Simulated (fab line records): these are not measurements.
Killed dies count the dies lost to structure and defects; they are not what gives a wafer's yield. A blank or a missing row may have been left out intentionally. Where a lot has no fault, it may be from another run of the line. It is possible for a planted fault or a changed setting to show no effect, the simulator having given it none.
Which tool is to blame? -- flow berkeley_cmos170 -- 7 lots with 21 wafers sampled at 3 steps, on a route of 331 steps

WHAT THE GAUGES READ, wafer by wafer
UCB170_M3_RS_MEAS_02: the measuring method here is four-point-probe.
lot,measured,on,M3_AL_RS (ohm/sq)
L690,day 8 14:25,film_metro-03,0.0318 0.0315 0.0322
L693,day 9 08:10,film_metro-02,0.0325 0.0320 0.0329
L691,day 9 09:08,film_metro-04,0.0317 0.0318 0.0318
L699,day 9 21:46,film_metro-02,- - -
L702,day 11 04:44,film_metro-04,0.0322 0.0321 0.0317
L705,day 11 22:59,film_metro-03,0.0324 0.0328 0.0329
L711,day 12 18:36,film_metro-02,0.0319 0.0320 0.0325

WHICH TOOL RAN EACH LOT (tool, then ch and the chambers of the sampled wafers, then the start)
lot,UCB170_V2_ETCH_14,UCB170_M3_SPUTTER_01
L690,"rie_diel-02 ch 1,3, day 8 13:50","pvd_sputter-03, day 8 14:18"
L693,"rie_diel-03 ch 0,3, day 9 07:37","pvd_sputter-01, day 9 08:04"
L691,"rie_diel-04 ch 0,2, day 9 08:30","pvd_sputter-03, day 9 09:04"
L699,"rie_diel-02 ch 0,2,3, day 9 21:13","pvd_sputter-01, day 9 21:41"
L702,"rie_diel-03 ch 0,3, day 11 04:07","pvd_sputter-01, day 11 04:35"
L705,"rie_diel-03 ch 1,2,3, day 11 22:26","pvd_sputter-01, day 11 22:55"
L711,"rie_diel-02 ch 1,2,3, day 12 18:02","pvd_sputter-02, day 12 18:29"
- UCB170_V2_ETCH_14: etches SiO2 in CHF3/CF4/Ar, stops on Al, target depth 1250 nm, time 291 s.
- UCB170_M3_SPUTTER_01: material Al, target thk 900 nm, time 120 s.

THE ANSWER, worked out from the rows above alone
Rule: what is usual is taken from the lots themselves. The widest of any qualifying gaps counts: lots, ordered by their means at a reading, are off when they make up no more than a third of the lots, leave a main group of 4 or more, and stand apart from it by 3 or more times the standard deviation of that group's means. A main group is skipped when, at the precision printed for the reading in the tables above, its means are all equal. Also off: a lot with no number at a reading for which 4 or more lots have one. Where the step has rows for the other lots, those lots are counted as sound.
Off: L699, seen at UCB170_M3_RS_MEAS_02 (M3_AL_RS). Without a number there: L699. The main group has a mean of 0.0321 ohm/sq with a standard deviation of 0.00033.
A tool fits if, at a process step before that reading, it ran every lot that is off, and no sound lot after the first of them. The gauges at UCB170_M3_RS_MEAS_02 are tried like those tools. Not one of the candidates tried fits.

WHAT THE SIMULATOR PUT IN
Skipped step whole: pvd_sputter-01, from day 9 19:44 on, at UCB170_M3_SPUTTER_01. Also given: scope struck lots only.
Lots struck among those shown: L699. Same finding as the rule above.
